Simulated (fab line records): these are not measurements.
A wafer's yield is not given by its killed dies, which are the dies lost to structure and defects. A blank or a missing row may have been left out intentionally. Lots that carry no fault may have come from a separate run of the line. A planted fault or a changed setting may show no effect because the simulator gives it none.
Struck lot and sound lot, side by side ; flow rit cmos ; 18 steps out of a route of 202
Sound: these wafers, L556.2, L556.3, L556.5. Wafers struck: L562.2, L562.4, L562.5. At the end, the cause is stated.
Per side, at each step with rows, come the tool, then ch with its chambers, and then its first start. Under that, the readings that differ: sound wafers ; struck wafers ; difference of the means ; sigmas: that difference in standard deviations of wafers without a fault.
alike: readings whose means differ by less than 2 such deviations, and words and numbers that are the same on both sides. not compared: withheld readings, readings that some wafer has no value for, bounds like >300 that may hide the same value, and numbers for which the record gives no deviation and whose values overlap.
Wherever a step has rows on one side only, a row that says differs or no value, or a row with sigmas, the two part there. Non-overlapping numbers with no deviation appear without sigmas and do not part them. A reading that every wafer of one side lacks parts them only if that side has two wafers or more.

first, 1 step without rows for these wafers: RIT_PLDD_IMPLANT_08.
RIT_PLDD_STRIP_09: strips in O2, time 180 s.
  sound on plasma asher-04 ch 1, day 4 05:35; struck on plasma asher-03 ch 0,1, day 5 11:30
  alike: drypump motor current A
  not compared: rf hours counter h
RIT_PLDD_TW_MEAS_10:
  sound: film metro-02 at day 4 05:46; struck: film metro-04 at day 5 11:41
reading;sound;struck;difference;sigmas
PLDD_TW;2388 2392 2387;2317 2326 2325;-66;-2
then, 4 steps without rows for these wafers: RIT_SPACER_CLEAN_00 (cleans in SC1, time 600 s); RIT_SPACER_CLEAN_01 (cleans in dHF, time 30 s); RIT_SPACER_CLEAN_02 (cleans in SC2, time 600 s); RIT_SPACER_CVD_03 (deposits Si3N4 from SiH2Cl2/NH3, target thk 250 nm, time 3300 s).
RIT_SPACER_THK_MEAS_04:
  sound: film metro-01 at day 4 08:07; struck: film metro-01 at day 5 14:02
  alike: SPACER_NITRIDE_THK
RIT_SPACER_ETCHBACK_05: etches Si3N4 in SF6/CHF3, stops on SiO2, target depth 250 nm, time 240 s.
  sound on rie diel-01 ch 0,1,3, day 4 08:10; struck on rie diel-02 ch 1,2,3, day 5 14:05
  alike: drypump motor current A, oes product au, throttle valve pct
  not compared: rf hours counter h
then, 3 steps without rows for these wafers: RIT_NSD_HMDS_00 (prime time 60 s); RIT_NSD_COAT_01 (resist thk 1000 nm); RIT_NSD_SOFTBAKE_02 (time 60 s).
RIT_NSD_EXPOSE_03: exposes mask M9, target cd 40700 nm.
  sound on iline stepper-02 ch 0, day 4 08:51; struck on iline stepper-02 ch 0, day 5 14:42
reading;sound;struck;difference;sigmas
model.NSD.overlay x nm (nm);-1.356 -1.356 -1.356;359.8 359.8 359.8;+361.2;
  alike: mask
then, 2 steps without rows for these wafers: RIT_NSD_PEB_04; RIT_NSD_DEVELOP_05 (develop time 50 s).
RIT_NSD_OVL_MEAS_06:
  sound: overlay-01 at day 4 09:14; struck: overlay-01 at day 5 15:05
reading;sound;struck;difference;sigmas
NSD_OVL (nm);0.6 -1.4 -1.6;357.0 359.1 357.9;+358.8;+99 or more
then, 1 step without rows for these wafers: RIT_NSD_HARDBAKE_07 (time 60 s).
RIT_M1_PROBE_99:
  sound: prober-02 at day 4 19:07; struck: prober-01 at day 6 01:22
reading;sound;struck;difference;sigmas
model.etest.select edge diode n.over limit;0 0 0;1 1 1;+1;
  alike: killed at contacts, killed at front end, killed dies, killed open, killed short

== WHERE THEY PART ==
At RIT_PLDD_TW_MEAS_10 first; at RIT_NSD_OVL_MEAS_06 last (within this record only). Later steps at which nothing parts them and some readings are alike: RIT_M1_PROBE_99.

WHY: what the simulator had put in
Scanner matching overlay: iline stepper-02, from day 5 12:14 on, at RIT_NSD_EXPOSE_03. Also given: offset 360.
